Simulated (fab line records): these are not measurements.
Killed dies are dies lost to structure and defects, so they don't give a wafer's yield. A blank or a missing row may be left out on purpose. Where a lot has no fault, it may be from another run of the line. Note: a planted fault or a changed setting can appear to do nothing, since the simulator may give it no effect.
Split-lot experiment || flow ritCmos || 23 wafers read across 5 lots, on a route 202 steps long

THE SPLIT ITSELF
At RIT_PLDD_HARDBAKE_07 (time 60 s), the setting tempC was moved away from the recipe's 140 C on 10 of the 23 wafers read, by -2.4% to +1.7%. All remaining wafers had this setting at the recipe value.

Reading taken at the split's own step.

THE READING
NOVOLAK_of_PLDD_COAT_01.thkNm (the simulator's own value, which no gauge read), in nm, at RIT_PLDD_HARDBAKE_07 (time 60 s). No usual value for it is given in the file. Average 883.7 nm, standard deviation 2 nm, over the 13 wafers here run with the recipe.

{"wafer": "L075.1", "tool, chamber at the split": "lithoTrack-04, 0", "tempC as run, C": 141.4, "against the recipe": "+1.0%", "NOVOLAK_of_PLDD_COAT_01.thkNm, nm": 883.8, "against lot-mates on the recipe": -2.9}
{"wafer": "L075.2", "tool, chamber at the split": "lithoTrack-04, 0", "tempC as run, C": 141.4, "against the recipe": "+1.0%", "NOVOLAK_of_PLDD_COAT_01.thkNm, nm": 884.1, "against lot-mates on the recipe": -2.6}
{"wafer": "L075.3", "tool, chamber at the split": "lithoTrack-04, 0", "tempC as run, C": 140, "against the recipe": "recipe", "NOVOLAK_of_PLDD_COAT_01.thkNm, nm": 886.3, "against lot-mates on the recipe": "-"}
{"wafer": "L075.4", "tool, chamber at the split": "lithoTrack-04, 0", "tempC as run, C": 140, "against the recipe": "recipe", "NOVOLAK_of_PLDD_COAT_01.thkNm, nm": 887.1, "against lot-mates on the recipe": "-"}
{"wafer": "L075.5", "tool, chamber at the split": "lithoTrack-04, 0", "tempC as run, C": 141.4, "against the recipe": "+1.0%", "NOVOLAK_of_PLDD_COAT_01.thkNm, nm": 885.4, "against lot-mates on the recipe": -1.3}
{"wafer": "L076.1", "tool, chamber at the split": "lithoTrack-04, 0", "tempC as run, C": 137.6, "against the recipe": "-1.7%", "NOVOLAK_of_PLDD_COAT_01.thkNm, nm": 887, "against lot-mates on the recipe": "+2.9"}
{"wafer": "L076.3", "tool, chamber at the split": "lithoTrack-04, 0", "tempC as run, C": 137.6, "against the recipe": "-1.7%", "NOVOLAK_of_PLDD_COAT_01.thkNm, nm": 887.1, "against lot-mates on the recipe": "+3.0"}
{"wafer": "L076.4", "tool, chamber at the split": "lithoTrack-04, 0", "tempC as run, C": 140, "against the recipe": "recipe", "NOVOLAK_of_PLDD_COAT_01.thkNm, nm": 883.5, "against lot-mates on the recipe": "-"}
{"wafer": "L076.5", "tool, chamber at the split": "lithoTrack-04, 0", "tempC as run, C": 140, "against the recipe": "recipe", "NOVOLAK_of_PLDD_COAT_01.thkNm, nm": 885.5, "against lot-mates on the recipe": "-"}
{"wafer": "L076.6", "tool, chamber at the split": "lithoTrack-04, 0", "tempC as run, C": 140, "against the recipe": "recipe", "NOVOLAK_of_PLDD_COAT_01.thkNm, nm": 883.2, "against lot-mates on the recipe": "-"}
{"wafer": "L079.1", "tool, chamber at the split": "lithoTrack-04, 0", "tempC as run, C": 136.7, "against the recipe": "-2.4%", "NOVOLAK_of_PLDD_COAT_01.thkNm, nm": 887.4, "against lot-mates on the recipe": "+5.9"}
{"wafer": "L079.3", "tool, chamber at the split": "lithoTrack-04, 0", "tempC as run, C": 140, "against the recipe": "recipe", "NOVOLAK_of_PLDD_COAT_01.thkNm, nm": 882.9, "against lot-mates on the recipe": "-"}
{"wafer": "L079.4", "tool, chamber at the split": "lithoTrack-04, 0", "tempC as run, C": 136.7, "against the recipe": "-2.4%", "NOVOLAK_of_PLDD_COAT_01.thkNm, nm": 885.8, "against lot-mates on the recipe": "+4.3"}
{"wafer": "L079.5", "tool, chamber at the split": "lithoTrack-04, 0", "tempC as run, C": 140, "against the recipe": "recipe", "NOVOLAK_of_PLDD_COAT_01.thkNm, nm": 881.8, "against lot-mates on the recipe": "-"}
{"wafer": "L079.6", "tool, chamber at the split": "lithoTrack-04, 0", "tempC as run, C": 140, "against the recipe": "recipe", "NOVOLAK_of_PLDD_COAT_01.thkNm, nm": 879.9, "against lot-mates on the recipe": "-"}
{"wafer": "L080.3", "tool, chamber at the split": "lithoTrack-04, 0", "tempC as run, C": 140, "against the recipe": "recipe", "NOVOLAK_of_PLDD_COAT_01.thkNm, nm": 882.1, "against lot-mates on the recipe": "-"}
{"wafer": "L080.4", "tool, chamber at the split": "lithoTrack-04, 0", "tempC as run, C": 140, "against the recipe": "recipe", "NOVOLAK_of_PLDD_COAT_01.thkNm, nm": 884.2, "against lot-mates on the recipe": "-"}
{"wafer": "L080.6", "tool, chamber at the split": "lithoTrack-04, 0", "tempC as run, C": 140, "against the recipe": "recipe", "NOVOLAK_of_PLDD_COAT_01.thkNm, nm": 883.2, "against lot-mates on the recipe": "-"}
{"wafer": "L083.1", "tool, chamber at the split": "lithoTrack-04, 0", "tempC as run, C": 140, "against the recipe": "recipe", "NOVOLAK_of_PLDD_COAT_01.thkNm, nm": 882.8, "against lot-mates on the recipe": "-"}
{"wafer": "L083.3", "tool, chamber at the split": "lithoTrack-04, 0", "tempC as run, C": 142.4, "against the recipe": "+1.7%", "NOVOLAK_of_PLDD_COAT_01.thkNm, nm": 880.2, "against lot-mates on the recipe": -4.2}
{"wafer": "L083.4", "tool, chamber at the split": "lithoTrack-04, 0", "tempC as run, C": 142.4, "against the recipe": "+1.7%", "NOVOLAK_of_PLDD_COAT_01.thkNm, nm": 881.6, "against lot-mates on the recipe": -2.8}
{"wafer": "L083.5", "tool, chamber at the split": "lithoTrack-04, 0", "tempC as run, C": 142.4, "against the recipe": "+1.7%", "NOVOLAK_of_PLDD_COAT_01.thkNm, nm": 882.1, "against lot-mates on the recipe": -2.3}
{"wafer": "L083.6", "tool, chamber at the split": "lithoTrack-04, 0", "tempC as run, C": 140, "against the recipe": "recipe", "NOVOLAK_of_PLDD_COAT_01.thkNm, nm": 886, "against lot-mates on the recipe": "-"}

FIT RESULTS
A straight line over all 23 wafers: NOVOLAK_of_PLDD_COAT_01.thkNm changes by -1.23 nm for each +1% of tempC; r = -0.63; the points scatter about the line by 1.8 nm.
The same after taking each lot's own level away (the mean of its wafers on the recipe; 23 wafers): -1.97 nm for each +1%; r = -0.92; scatter 1 nm.
Per that fit: largest tempC move, reading shift of 4.7 nm.
Across the lots, their own levels run from 881.53 to 886.70 nm, a range of 2.6 times the standard deviation given above.
So the lot-to-lot level blurs the effect unless lot-mates are compared.
Check: with one of the wafers moved furthest among these (-2.4%) left out of the fit, the line predicts +4.28 nm for it against its lot-mates. Against them it came out at +5.87 nm.

THESE WAFERS: OTHER SPLITS
Before the reading, these wafers also passed through other splits. Each is held against what the fit with the lots' levels taken away leaves over:
{"other split on the same wafers": "RIT_GATE_DEVELOP_15 developTimeS", "wafers away from the commonest value": 10, "r with NOVOLAK_of_PLDD_COAT_01.thkNm (lot level and that fit taken away)": -0.33}
{"other split on the same wafers": "RIT_NLDD_IMPLANT_08 energyKev", "wafers away from the commonest value": 8, "r with NOVOLAK_of_PLDD_COAT_01.thkNm (lot level and that fit taken away)": "+0.20"}

THE FILE'S OWN FIT
NOVOLAK_of_PLDD_COAT_01.thkNm changes by -1.98 nm for each +1% of tempC, r = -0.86.
